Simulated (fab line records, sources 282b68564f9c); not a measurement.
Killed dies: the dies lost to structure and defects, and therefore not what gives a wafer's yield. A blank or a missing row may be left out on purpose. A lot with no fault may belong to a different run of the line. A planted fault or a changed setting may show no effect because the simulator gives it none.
fab line records -- flow ritCmos -- part 1 of 2: steps 1 to 25 of 34
record lots=5, wafers=15, lastDay=7
route steps=202 shown GATE@86 REOX@98 NLDD@103 PLDD@114
lots that met no fault: taken from a fault-free run of the same line
startH: hours from the record's first day to the start of the lot's first wafer shown -- waitH: how many hours have passed since the lot's step before this one -- " unchanged from the row above -- L1.1+2: a single row standing in for several wafers -- - no value present, or no start provided -- * or withheld: withheld -- < > ~ a bound
route shown NAME@n: names a module that has steps shown in the file, with the first one's number in the route -- usual: mean/standard deviation of fault-free wafers -- same: alike in all rows -- chamber/n: place in a boat -- sites: per-site readings -- _std_site: standard deviation of those values -- _edge_site: inner sites' mean taken away from outer sites' mean -- radiusMm: for every site, how far away it sits from the centre of the wafer -- mask NAME#n: copy n -- behind: the last tool/chamber to shape the wafer -- hold: why the lot was held/for how many hours/how that ended -- device: transistor that didn't switch, given as n, p or np -- end of line: the same wafers' tests at the end of the route -- where a step has no rows: the recipe by itself -- killed: not the wafer's yield, but the dies lost to structure and defects at the first sort -- map: a wafer's dies, x killed, . not, _ none there
set.NAME: the setting as run; set.NAME@STEP: as run at that earlier step -- model.NAME: the simulator's own value behind a step, which no gauge read
a table for each step, a row for each wafer; lots at some steps of the route
services: from which hour (startH, from the record's first day; less than 0 if before it) a tool's chamber was out of use, for how many hours, and why
## steps
# step RIT_GATE_HMDS_10
# recipe primeTimeS=60, primeTempC=140
# usual chillPlateTempC=22.99/0.11, primeTempC=139.99/0.14
lot.wafer,tool,chamber,startH,waitH,chillPlateTempC,primeTempC
L075.3,lithoTrack-04,0,45.32,0.1,22.97,139.96
L075.4,lithoTrack-04,0,45.32,0.1,23.15,140.21
L075.5,lithoTrack-04,0,45.32,0.1,23.11,140.19
L079.1,lithoTrack-02,0,60.12,0.1,23.06,140.10
L079.5,lithoTrack-02,0,60.12,0.1,22.86,140.01
L079.6,lithoTrack-02,0,60.12,0.1,22.85,139.96
L080.1,lithoTrack-04,0,65.01,0.1,22.94,139.76
L080.2,lithoTrack-04,0,65.01,0.1,23.17,140.01
L080.4,lithoTrack-04,0,65.01,0.1,23.04,139.73
L087.1,lithoTrack-01,0,101.48,0.1,23.08,139.77
L087.3,lithoTrack-01,0,101.48,0.1,23.08,139.85
L087.6,lithoTrack-01,0,101.48,0.1,23.01,139.74
L095.1,lithoTrack-04,0,141.29,0.1,22.99,140.10
L095.2,lithoTrack-04,0,141.29,0.1,22.82,140.00
L095.5,lithoTrack-04,0,141.29,0.1,23.00,140.03
# step RIT_GATE_COAT_11
# recipe resist=NOVOLAK, spinRpm=4250, resistThkNm=850
# usual chillPlateTempC=22.99/0.12, spinSpeedRpm=4249.9/2.9
lot.wafer,tool,chamber,startH,waitH,chillPlateTempC,spinSpeedRpm
L075.3,lithoTrack-04,0,45.47,0.1,23.04,4249.3
L075.4,lithoTrack-04,0,45.47,0.1,23.06,4252.3
L075.5,lithoTrack-04,0,45.47,0.1,22.97,4248.5
L079.1,lithoTrack-02,0,60.27,0.1,23.08,4258.5
L079.5,lithoTrack-02,0,60.27,0.1,23.17,4253.5
L079.6,lithoTrack-02,0,60.27,0.1,23.15,4247.4
L080.1,lithoTrack-04,0,65.16,0.1,22.99,4246.4
L080.2,lithoTrack-04,0,65.16,0.1,22.83,4253.0
L080.4,lithoTrack-04,0,65.16,0.1,23.03,4249.2
L087.1,lithoTrack-01,0,101.63,0.1,22.78,4247.8
L087.3,lithoTrack-01,0,101.63,0.1,22.94,4247.4
L087.6,lithoTrack-01,0,101.63,0.1,22.80,4250.2
L095.1,lithoTrack-04,0,141.44,0.1,22.77,4249.7
L095.2,lithoTrack-04,0,141.44,0.1,22.96,4247.9
L095.5,lithoTrack-04,0,141.44,0.1,22.93,4250.9
# step RIT_GATE_SOFTBAKE_12
# recipe resist=NOVOLAK, tempC=90, timeS=60
# usual chillPlateTempC=23.01/0.095
lot.wafer,tool,chamber,startH,waitH,chillPlateTempC
L075.3,lithoTrack-04,0,45.62,0.1,23.26
L075.4,lithoTrack-04,0,45.62,0.1,23.06
L075.5,lithoTrack-04,0,45.62,0.1,23.17
L079.1,lithoTrack-02,0,60.41,0.1,23.14
L079.5,lithoTrack-02,0,60.41,0.1,23.11
L079.6,lithoTrack-02,0,60.41,0.1,23.02
L080.1,lithoTrack-04,0,65.31,0.1,23.08
L080.2,lithoTrack-04,0,65.31,0.1,23.07
L080.4,lithoTrack-04,0,65.31,0.1,23.08
L087.1,lithoTrack-01,0,101.78,0.1,22.90
L087.3,lithoTrack-01,0,101.78,0.1,22.80
L087.6,lithoTrack-01,0,101.78,0.1,22.91
L095.1,lithoTrack-04,0,141.59,0.1,23.14
L095.2,lithoTrack-04,0,141.59,0.1,23.05
L095.5,lithoTrack-04,0,141.59,0.1,22.92
# step RIT_GATE_EXPOSE_13
# recipe maskId=M6, na=0.6, sourceShape=conventional, sigmaOuter=0.6, targetCdNm=150, doseMj=380
# usual focusOffsetNm=0.0/0.5
lot.wafer,tool,chamber,startH,waitH,mask,focusOffsetNm
L075.3,ilineStepper-01,0,45.88,0.2,M6#0,1.0
L075.4,ilineStepper-01,0,45.88,0.2,M6#0,0.3
L075.5,ilineStepper-01,0,45.88,0.2,M6#0,0.5
L079.1,ilineStepper-01,0,60.56,0.1,M6#0,-0.2
L079.5,ilineStepper-01,0,60.56,0.1,M6#0,0.3
L079.6,ilineStepper-01,0,60.56,0.1,M6#0,-0.4
L080.1,ilineStepper-01,0,65.46,0.1,M6#0,-0.1
L080.2,ilineStepper-01,0,65.46,0.1,M6#0,-0.6
L080.4,ilineStepper-01,0,65.46,0.1,M6#0,-0.7
L087.1,ilineStepper-01,0,102.06,0.2,M6#0,-0.2
L087.3,ilineStepper-01,0,102.06,0.2,M6#0,0.1
L087.6,ilineStepper-01,0,102.06,0.2,M6#0,-0.4
L095.1,ilineStepper-01,0,141.86,0.2,M6#0,-0.5
L095.2,ilineStepper-01,0,141.86,0.2,M6#0,0.1
L095.5,ilineStepper-01,0,141.86,0.2,M6#0,0.6
# step RIT_GATE_PEB_14
# recipe resist=NOVOLAK, tempC=withheld, timeS=withheld
# usual chillPlateTempC=*
lot.wafer,tool,chamber,startH,waitH,chillPlateTempC
L075.3,lithoTrack-02,0,46.01,0.1,*
L075.4,lithoTrack-02,0,46.01,0.1,*
L075.5,lithoTrack-02,0,46.01,0.1,*
L079.1,lithoTrack-04,0,60.79,0.2,*
L079.5,lithoTrack-04,0,60.79,0.2,*
L079.6,lithoTrack-04,0,60.79,0.2,*
L080.1,lithoTrack-02,0,65.57,0.1,*
L080.2,lithoTrack-02,0,65.57,0.1,*
L080.4,lithoTrack-02,0,65.57,0.1,*
L087.1,lithoTrack-01,0,102.18,0.1,*
L087.3,lithoTrack-01,0,102.18,0.1,*
L087.6,lithoTrack-01,0,102.18,0.1,*
L095.1,lithoTrack-02,0,141.98,0.1,*
L095.2,lithoTrack-02,0,141.98,0.1,*
L095.5,lithoTrack-02,0,141.98,0.1,*
# step RIT_GATE_DEVELOP_15
# recipe resist=NOVOLAK, developTimeS=50.85, devTempC=23
# usual chillPlateTempC=23.01/0.11
lot.wafer,tool,chamber,startH,waitH,chillPlateTempC
L075.3,lithoTrack-02,0,-,-,22.99
L075.4,lithoTrack-02,0,-,-,22.99
L075.5,lithoTrack-02,0,-,-,22.93
L079.1,lithoTrack-04,0,-,-,23.00
L079.5,lithoTrack-04,0,-,-,22.85
L079.6,lithoTrack-04,0,-,-,23.09
L080.1,lithoTrack-02,0,-,-,23.09
L080.2,lithoTrack-02,0,-,-,22.92
L080.4,lithoTrack-02,0,-,-,22.94
L087.1,lithoTrack-01,0,-,-,22.96
L087.3,lithoTrack-01,0,-,-,23.16
L087.6,lithoTrack-01,0,-,-,23.00
L095.1,lithoTrack-02,0,-,-,22.97
L095.2,lithoTrack-02,0,-,-,22.82
L095.5,lithoTrack-02,0,-,-,22.84
# step RIT_GATE_CD_MEAS_16
# recipe targetCdNm=150
# usual cdNm=149.7/2.2
lot.wafer,tool,chamber,startH,waitH,cdNm
L075.3,cdSem-01,-,46.28,-,150.1
L075.4,cdSem-01,-,46.28,-,152.0
L075.5,cdSem-01,-,46.28,-,149.8
L079.1,cdSem-02,-,61.07,-,146.0
L079.5,cdSem-02,-,61.07,-,146.3
L079.6,cdSem-02,-,61.07,-,144.4
L080.1,cdSem-01,-,65.86,-,153.6
L080.2,cdSem-01,-,65.86,-,149.1
L080.4,cdSem-01,-,65.86,-,150.3
L087.1,cdSem-01,-,102.46,-,148.5
L087.3,cdSem-01,-,102.46,-,147.6
L087.6,cdSem-01,-,102.46,-,149.1
L095.1,cdSem-02,-,142.26,-,145.8
L095.2,cdSem-02,-,142.26,-,149.8
L095.5,cdSem-02,-,142.26,-,147.9
# step RIT_GATE_OVL_MEAS_17
# usual GATE_OVL=-0.2/1.6
lot.wafer,tool,chamber,startH,waitH,GATE_OVL[nm]
L075.3,overlay-02,-,46.37,0.1,-1.5
L075.4,overlay-02,-,46.37,0.1,-2.5
L075.5,overlay-02,-,46.37,0.1,-1.9
L079.1,overlay-02,-,61.19,0.1,-1.0
L079.5,overlay-02,-,61.19,0.1,-0.1
L079.6,overlay-02,-,61.19,0.1,-0.8
L080.1,overlay-01,-,65.98,0.1,1.5
L080.2,overlay-01,-,65.98,0.1,-0.8
L080.4,overlay-01,-,65.98,0.1,1.0
L087.1,overlay-01,-,102.58,0.1,-0.6
L087.3,overlay-01,-,102.58,0.1,-0.8
L087.6,overlay-01,-,102.58,0.1,-1.2
L095.1,overlay-01,-,142.38,0.1,-1.4
L095.2,overlay-01,-,142.38,0.1,-0.9
L095.5,overlay-01,-,142.38,0.1,-1.7
# step RIT_GATE_HARDBAKE_18
# recipe resist=NOVOLAK, tempC=140, timeS=60
# usual chillPlateTempC=22.99/0.1
lot.wafer,tool,chamber,startH,waitH,chillPlateTempC
L075.3,lithoTrack-02,0,46.45,0.1,23.02
L075.4,lithoTrack-02,0,46.45,0.1,22.99
L075.5,lithoTrack-02,0,46.45,0.1,22.94
L079.1,lithoTrack-04,0,61.23,0.0,23.07
L079.5,lithoTrack-04,0,61.23,0.0,23.03
L079.6,lithoTrack-04,0,61.23,0.0,23.01
L080.1,lithoTrack-01,0,66.01,0.0,23.12
L080.2,lithoTrack-01,0,66.01,0.0,22.84
L080.4,lithoTrack-01,0,66.01,0.0,23.07
L087.1,lithoTrack-01,0,102.61,0.0,22.98
L087.3,lithoTrack-01,0,102.61,0.0,22.87
L087.6,lithoTrack-01,0,102.61,0.0,22.86
L095.1,lithoTrack-02,0,142.42,0.0,23.06
L095.2,lithoTrack-02,0,142.42,0.0,22.88
L095.5,lithoTrack-02,0,142.42,0.0,22.97
# step RIT_GATE_ETCH_19
# recipe chemistry=SF6/CHF3/O2, timeS=165, SF6_flow_sccm=30, CHF3_flow_sccm=30, O2_flow_sccm=5, target=poly-Si, pressureMtorr=40, rfW=160, targetDepthA=3125, overEtchFrac=0.25, stopOn=SiO2
# usual chamberPressureMTorr=40.00/0.038, drypumpMotorCurrentA=5.9/0.63, oesProductAu=0.840/0.011, throttleValvePct=10.27/0.16
lot.wafer,tool,chamber,startH,waitH,chamberPressureMTorr,drypumpMotorCurrentA,oesProductAu,rfHoursCounterH,throttleValvePct
L075.3,rieSi-02,1,46.55,0.1,40.07,6.0,0.830,3,10.37
L075.4,rieSi-02,2,46.55,0.1,39.96,6.7,0.854,72,10.48
L075.5,rieSi-02,2,46.55,0.1,40.04,6.7,0.855,-,10.49
L079.1,rieSi-02,0,61.38,0.1,40.05,4.6,0.848,0,10.39
L079.5,rieSi-02,0,61.38,0.1,39.96,4.6,0.845,-,10.37
L079.6,rieSi-02,3,61.38,0.1,40.08,5.9,0.846,-,10.08
L080.1,rieSi-01,1,66.16,0.1,39.94,6.3,0.865,148,10.26
L080.2,rieSi-01,2,66.16,0.1,39.99,6.0,0.837,33,10.16
L080.4,rieSi-01,1,66.16,0.1,40.01,6.3,0.863,-,10.27
L087.1,rieSi-02,0,102.76,0.1,40.03,4.6,0.846,1,10.38
L087.3,rieSi-02,3,102.76,0.1,39.95,5.9,0.845,132,10.08
L087.6,rieSi-02,1,102.76,0.1,39.99,6.1,0.811,-,10.38
L095.1,rieSi-02,2,142.57,0.1,39.98,6.8,0.847,73,10.48
L095.2,rieSi-02,1,142.57,0.1,40.04,6.0,0.826,3,10.39
L095.5,rieSi-02,0,142.57,0.1,40.00,4.6,0.841,-,10.38
# step RIT_GATE_STRIP_20
# recipe chemistry=O2, timeS=180, resist=NOVOLAK, platenTempC=withheld, powerW=500, pressureMtorr=4000, o2FlowSccm=4000
# usual chamberPressureMTorr=4000/3.5, drypumpMotorCurrentA=5.72/0.23, rfReflPowerW=6.2/1.8
lot.wafer,tool,chamber,startH,waitH,chamberPressureMTorr,drypumpMotorCurrentA,rfHoursCounterH,rfReflPowerW
L075.3,plasmaAsher-04,1,46.72,0.1,4003,5.74,-,3.9
L075.4,plasmaAsher-04,0,46.72,0.1,4002,5.31,-,5.6
L075.5,plasmaAsher-04,0,46.72,0.1,4004,5.30,-,5.6
L079.1,plasmaAsher-03,0,61.49,0.1,4005,5.93,40,9.2
L079.5,plasmaAsher-03,0,61.49,0.1,3996,5.94,-,9.4
L079.6,plasmaAsher-03,1,61.49,0.1,4003,5.85,-,6.6
L080.1,plasmaAsher-02,0,66.27,0.1,4000,5.91,44,7.9
L080.2,plasmaAsher-02,1,66.27,0.1,4000,5.81,44,5.8
L080.4,plasmaAsher-02,0,66.27,0.1,3998,5.92,-,7.7
L087.1,plasmaAsher-04,1,102.87,0.1,4000,5.79,31,4.0
L087.3,plasmaAsher-04,1,102.87,0.1,4001,5.77,-,3.9
L087.6,plasmaAsher-04,1,102.87,0.1,3999,5.76,-,3.4
L095.1,plasmaAsher-03,1,142.68,0.1,3994,5.85,48,6.6
L095.2,plasmaAsher-03,0,142.68,0.1,3998,5.95,48,9.4
L095.5,plasmaAsher-03,0,142.68,0.1,4006,5.97,-,8.9
# step RIT_GATE_CD_MEAS_90
# recipe targetCdNm=150
# usual cdNm=149.7/2.2
lot.wafer,tool,chamber,startH,waitH,cdNm
L075.3,cdSem-01,-,46.87,0.1,149.8
L075.4,cdSem-01,-,46.87,0.1,152.1
L075.5,cdSem-01,-,46.87,0.1,149.3
L079.1,cdSem-02,-,61.66,0.1,145.8
L079.5,cdSem-02,-,61.66,0.1,146.2
L079.6,cdSem-02,-,61.66,0.1,145.1
L080.1,cdSem-01,-,66.44,0.1,153.5
L080.2,cdSem-01,-,66.44,0.1,149.1
L080.4,cdSem-01,-,66.44,0.1,150.4
L087.1,cdSem-02,-,103.05,0.1,148.0
L087.3,cdSem-02,-,103.05,0.1,147.3
L087.6,cdSem-02,-,103.05,0.1,149.0
L095.1,cdSem-01,-,142.85,0.1,146.0
L095.2,cdSem-01,-,142.85,0.1,149.8
L095.5,cdSem-01,-,142.85,0.1,147.5
# step RIT_REOX_CLEAN_00
# recipe chemistry=SC1, mix=3:3:50, timeS=600, tempC=75
# usual tempC=74.98/0.12
lot.wafer,tool,chamber,startH,waitH,tempC
L075.3,wetBench-03,2,46.95,0.1,74.68
L075.4,wetBench-03,2,46.95,0.1,74.86
L075.5,wetBench-03,2,46.95,0.1,74.92
L079.1,wetBench-01,1,61.78,0.1,74.95
L079.5,wetBench-01,1,61.78,0.1,74.94
L079.6,wetBench-01,1,61.78,0.1,74.92
L080.1,wetBench-02,3,66.56,0.1,74.88
L080.2,wetBench-02,3,66.56,0.1,75.03
L080.4,wetBench-02,3,66.56,0.1,75.05
L087.1,wetBench-03,0,103.17,0.1,74.82
L087.3,wetBench-03,0,103.17,0.1,74.81
L087.6,wetBench-03,0,103.17,0.1,74.92
L095.1,wetBench-01,0,142.97,0.1,75.08
L095.2,wetBench-01,0,142.97,0.1,75.12
L095.5,wetBench-01,0,142.97,0.1,74.98
# step RIT_REOX_CLEAN_01
# recipe chemistry=dHF, dilution=50:1, timeS=30
lot.wafer,tool,chamber,startH,waitH
L075.3+4+5,wetBench-01,3,47.13,0.0
L079.1+5+6,wetBench-02,3,61.97,0.0
L080.1+2+4,wetBench-03,0,66.74,0.0
L087.1+3+6,wetBench-03,0,103.34,0.0
L095.1+2+5,wetBench-02,2,143.16,0.0
# step RIT_REOX_CLEAN_02
# recipe chemistry=SC2, mix=3:3:50, timeS=600, tempC=75, dry=n2Spin
# usual tempC=74.98/0.12
lot.wafer,tool,chamber,startH,waitH,tempC
L075.3,wetBench-02,2,47.14,0.0,74.97
L075.4,wetBench-02,2,47.14,0.0,75.16
L075.5,wetBench-02,2,47.14,0.0,75.07
L079.1,wetBench-01,2,61.99,0.0,74.87
L079.5,wetBench-01,2,61.99,0.0,74.85
L079.6,wetBench-01,2,61.99,0.0,74.98
L080.1,wetBench-01,0,66.76,0.0,74.82
L080.2,wetBench-01,0,66.76,0.0,75.03
L080.4,wetBench-01,0,66.76,0.0,74.90
L087.1,wetBench-03,3,103.36,0.0,74.90
L087.3,wetBench-03,3,103.36,0.0,74.93
L087.6,wetBench-03,3,103.36,0.0,74.90
L095.1,wetBench-01,1,143.18,0.0,74.97
L095.2,wetBench-01,1,143.18,0.0,74.84
L095.5,wetBench-01,1,143.18,0.0,75.07
# step RIT_REOX_OXIDATION_03
# recipe tempC=900, ambient=O2, targetThkA=252, oxTimeS=5580
lot.wafer,tool,chamber,startH,waitH
L075.3+4+5,furnace-04,0,47.32,0.0
L079.1+5+6,furnace-01,0,63.02,0.8
L080.1+2+4,furnace-04,0,67.04,0.1
L087.1+3+6,furnace-04,0,104.83,1.3
L095.1+2+5,furnace-04,0,143.66,0.3
# step RIT_REOX_THK_MEAS_04
# recipe reads=SiO2_of_REOX_OXIDATION_03
# usual REOX_OXIDE_THK=25.2/0.56
lot.wafer,tool,chamber,startH,waitH,REOX_OXIDE_THK[nm]
L075.3,filmMetro-02,-,49.89,0.0,25.2
L075.4,filmMetro-02,-,49.89,0.0,25.3
L075.5,filmMetro-02,-,49.89,0.0,25.4
L079.1,filmMetro-02,-,65.57,0.0,25.8
L079.5,filmMetro-02,-,65.57,0.0,25.2
L079.6,filmMetro-02,-,65.57,0.0,25.2
L080.1,filmMetro-01,-,69.59,0.0,24.2
L080.2,filmMetro-01,-,69.59,0.0,24.2
L080.4,filmMetro-01,-,69.59,0.0,24.4
L087.1,filmMetro-01,-,107.38,0.0,24.3
L087.3,filmMetro-01,-,107.38,0.0,24.2
L087.6,filmMetro-01,-,107.38,0.0,24.6
L095.1,filmMetro-01,-,146.21,0.0,24.2
L095.2,filmMetro-01,-,146.21,0.0,24.5
L095.5,filmMetro-01,-,146.21,0.0,24.6
# step RIT_NLDD_HMDS_00
# recipe primeTimeS=60, primeTempC=140
# usual chillPlateTempC=22.99/0.093, primeTempC=139.98/0.17
lot.wafer,tool,chamber,startH,waitH,chillPlateTempC,primeTempC
L075.3,lithoTrack-01,0,50.02,0.1,23.05,139.78
L075.4,lithoTrack-01,0,50.02,0.1,23.03,139.96
L075.5,lithoTrack-01,0,50.02,0.1,23.13,139.90
L079.1,lithoTrack-04,0,65.63,0.1,22.88,139.88
L079.5,lithoTrack-04,0,65.63,0.1,23.00,139.57
L079.6,lithoTrack-04,0,65.63,0.1,22.97,139.68
L080.1,lithoTrack-03,0,69.65,0.1,23.07,139.91
L080.2,lithoTrack-03,0,69.65,0.1,23.06,139.98
L080.4,lithoTrack-03,0,69.65,0.1,23.01,140.07
L087.1,lithoTrack-04,0,107.44,0.1,22.89,140.11
L087.3,lithoTrack-04,0,107.44,0.1,22.96,140.25
L087.6,lithoTrack-04,0,107.44,0.1,23.08,140.26
L095.1,lithoTrack-03,0,146.27,0.1,22.87,140.07
L095.2,lithoTrack-03,0,146.27,0.1,22.95,140.00
L095.5,lithoTrack-03,0,146.27,0.1,22.82,140.18
# step RIT_NLDD_COAT_01
# recipe resist=NOVOLAK, spinRpm=3250, resistThkNm=1000
# usual chillPlateTempC=23.01/0.11, spinSpeedRpm=3250.1/1.9
lot.wafer,tool,chamber,startH,waitH,chillPlateTempC,spinSpeedRpm
L075.3,lithoTrack-01,0,50.17,0.1,22.97,3248.7
L075.4,lithoTrack-01,0,50.17,0.1,22.88,3250.4
L075.5,lithoTrack-01,0,50.17,0.1,22.97,3251.2
L079.1,lithoTrack-04,0,65.78,0.1,22.94,3252.4
L079.5,lithoTrack-04,0,65.78,0.1,22.83,3248.5
L079.6,lithoTrack-04,0,65.78,0.1,22.84,3247.9
L080.1,lithoTrack-03,0,69.80,0.1,23.12,3248.2
L080.2,lithoTrack-03,0,69.80,0.1,23.20,3247.3
L080.4,lithoTrack-03,0,69.80,0.1,23.08,3249.5
L087.1,lithoTrack-04,0,107.59,0.1,22.98,3251.8
L087.3,lithoTrack-04,0,107.59,0.1,23.01,3251.0
L087.6,lithoTrack-04,0,107.59,0.1,23.03,3252.8
L095.1,lithoTrack-03,0,146.42,0.1,23.01,3250.5
L095.2,lithoTrack-03,0,146.42,0.1,22.97,3248.3
L095.5,lithoTrack-03,0,146.42,0.1,23.06,3247.8
# step RIT_NLDD_SOFTBAKE_02
# recipe resist=NOVOLAK, tempC=90, timeS=62.18
# usual chillPlateTempC=23.00/0.12, plateSensorTCentreC=90.970/0.01, plateSensorTEdgeC=91.019/0.0096
lot.wafer,tool,chamber,startH,waitH,chillPlateTempC,plateSensorTCentreC,plateSensorTEdgeC
L075.3,lithoTrack-01,0,50.32,0.1,22.84,90.958,91.016
L075.4,lithoTrack-01,0,50.32,0.1,22.93,90.973,91.014
L075.5,lithoTrack-01,0,50.32,0.1,22.79,90.964,90.996
L079.1,lithoTrack-04,0,65.93,0.1,23.14,90.973,91.017
L079.5,lithoTrack-04,0,65.93,0.1,23.03,90.966,91.008
L079.6,lithoTrack-04,0,65.93,0.1,23.14,90.968,91.014
L080.1,lithoTrack-03,0,69.95,0.1,22.98,90.963,91.018
L080.2,lithoTrack-03,0,69.95,0.1,22.91,90.983,91.032
L080.4,lithoTrack-03,0,69.95,0.1,22.95,90.952,91.008
L087.1,lithoTrack-04,0,107.74,0.1,23.11,90.961,91.006
L087.3,lithoTrack-04,0,107.74,0.1,23.12,90.969,91.019
L087.6,lithoTrack-04,0,107.74,0.1,22.97,90.966,91.024
L095.1,lithoTrack-03,0,146.57,0.1,23.00,90.968,91.008
L095.2,lithoTrack-03,0,146.57,0.1,23.08,90.972,91.009
L095.5,lithoTrack-03,0,146.57,0.1,23.01,90.972,91.019
# step RIT_NLDD_EXPOSE_03
# recipe maskId=M7, na=0.57, targetCdNm=40700, doseMj=250
# usual focusOffsetNm=0.0/0.54
lot.wafer,tool,chamber,startH,waitH,mask,focusOffsetNm
L075.3,ilineStepper-01,0,50.59,0.2,M7#0,0.5
L075.4,ilineStepper-01,0,50.59,0.2,M7#0,-0.4
L075.5,ilineStepper-01,0,50.59,0.2,M7#0,0.6
L079.1,ilineStepper-02,0,66.20,0.2,M7#0,0.2
L079.5,ilineStepper-02,0,66.20,0.2,M7#0,0.1
L079.6,ilineStepper-02,0,66.20,0.2,M7#0,-0.7
L080.1,ilineStepper-01,0,70.23,0.2,M7#0,0.2
L080.2,ilineStepper-01,0,70.23,0.2,M7#0,-0.3
L080.4,ilineStepper-01,0,70.23,0.2,M7#0,0.8
L087.1,ilineStepper-02,0,108.01,0.2,M7#0,-0.3
L087.3,ilineStepper-02,0,108.01,0.2,M7#0,0.1
L087.6,ilineStepper-02,0,108.01,0.2,M7#0,0.1
L095.1,ilineStepper-01,0,146.85,0.2,M7#0,0.3
L095.2,ilineStepper-01,0,146.85,0.2,M7#0,0.2
L095.5,ilineStepper-01,0,146.85,0.2,M7#0,0.4
# step RIT_NLDD_PEB_04
# recipe resist=NOVOLAK, tempC=withheld, timeS=withheld
# usual chillPlateTempC=*
lot.wafer,tool,chamber,startH,waitH,chillPlateTempC
L075.3,lithoTrack-04,0,50.72,0.1,*
L075.4,lithoTrack-04,0,50.72,0.1,*
L075.5,lithoTrack-04,0,50.72,0.1,*
L079.1,lithoTrack-03,0,66.32,0.1,*
L079.5,lithoTrack-03,0,66.32,0.1,*
L079.6,lithoTrack-03,0,66.32,0.1,*
L080.1,lithoTrack-03,0,70.42,0.2,*
L080.2,lithoTrack-03,0,70.42,0.2,*
L080.4,lithoTrack-03,0,70.42,0.2,*
L087.1,lithoTrack-01,0,108.29,0.3,*
L087.3,lithoTrack-01,0,108.29,0.3,*
L087.6,lithoTrack-01,0,108.29,0.3,*
L095.1,lithoTrack-03,0,146.97,0.1,*
L095.2,lithoTrack-03,0,146.97,0.1,*
L095.5,lithoTrack-03,0,146.97,0.1,*
# step RIT_NLDD_DEVELOP_05
# recipe resist=NOVOLAK, developTimeS=50, devTempC=23
# usual chillPlateTempC=22.99/0.11
lot.wafer,tool,chamber,startH,waitH,chillPlateTempC
L075.3,lithoTrack-04,0,-,-,23.11
L075.4,lithoTrack-04,0,-,-,23.16
L075.5,lithoTrack-04,0,-,-,23.14
L079.1,lithoTrack-03,0,-,-,23.17
L079.5,lithoTrack-03,0,-,-,23.03
L079.6,lithoTrack-03,0,-,-,23.16
L080.1,lithoTrack-03,0,-,-,22.97
L080.2,lithoTrack-03,0,-,-,23.02
L080.4,lithoTrack-03,0,-,-,22.98
L087.1,lithoTrack-01,0,-,-,22.98
L087.3,lithoTrack-01,0,-,-,22.86
L087.6,lithoTrack-01,0,-,-,23.00
L095.1,lithoTrack-03,0,-,-,23.06
L095.2,lithoTrack-03,0,-,-,23.06
L095.5,lithoTrack-03,0,-,-,22.88
# step RIT_NLDD_OVL_MEAS_06
# usual NLDD_OVL=-0.6/1.6
lot.wafer,tool,chamber,startH,waitH,NLDD_OVL[nm]
L075.3,overlay-01,-,50.96,-,-2.9
L075.4,overlay-01,-,50.96,-,-1.4
L075.5,overlay-01,-,50.96,-,-1.5
L079.1,overlay-01,-,66.60,-,-3.0
L079.5,overlay-01,-,66.60,-,-1.7
L079.6,overlay-01,-,66.60,-,-2.3
L080.1,overlay-02,-,70.71,-,0.1
L080.2,overlay-02,-,70.71,-,-1.7
L080.4,overlay-02,-,70.71,-,-1.0
L087.1,overlay-02,-,108.57,-,-0.3
L087.3,overlay-02,-,108.57,-,0.9
L087.6,overlay-02,-,108.57,-,-0.1
L095.1,overlay-02,-,147.25,-,-1.0
L095.2,overlay-02,-,147.25,-,-1.1
L095.5,overlay-02,-,147.25,-,-0.8
# step RIT_NLDD_HARDBAKE_07
# recipe resist=NOVOLAK, tempC=141, timeS=60
# usual chillPlateTempC=22.99/0.095
lot.wafer,tool,chamber,startH,waitH,chillPlateTempC
L075.3,lithoTrack-04,0,51.03,0.1,23.13
L075.4,lithoTrack-04,0,51.03,0.1,23.07
L075.5,lithoTrack-04,0,51.03,0.1,23.03
L079.1,lithoTrack-04,0,66.64,0.0,22.89
L079.5,lithoTrack-04,0,66.64,0.0,22.92
L079.6,lithoTrack-04,0,66.64,0.0,23.04
L080.1,lithoTrack-01,0,71.01,0.3,22.90
L080.2,lithoTrack-01,0,71.01,0.3,23.03
L080.4,lithoTrack-01,0,71.01,0.3,22.96
L087.1,lithoTrack-04,0,108.61,0.0,22.96
L087.3,lithoTrack-04,0,108.61,0.0,22.97
L087.6,lithoTrack-04,0,108.61,0.0,23.03
L095.1,lithoTrack-04,0,147.29,0.0,22.89
L095.2,lithoTrack-04,0,147.29,0.0,22.91
L095.5,lithoTrack-04,0,147.29,0.0,22.95
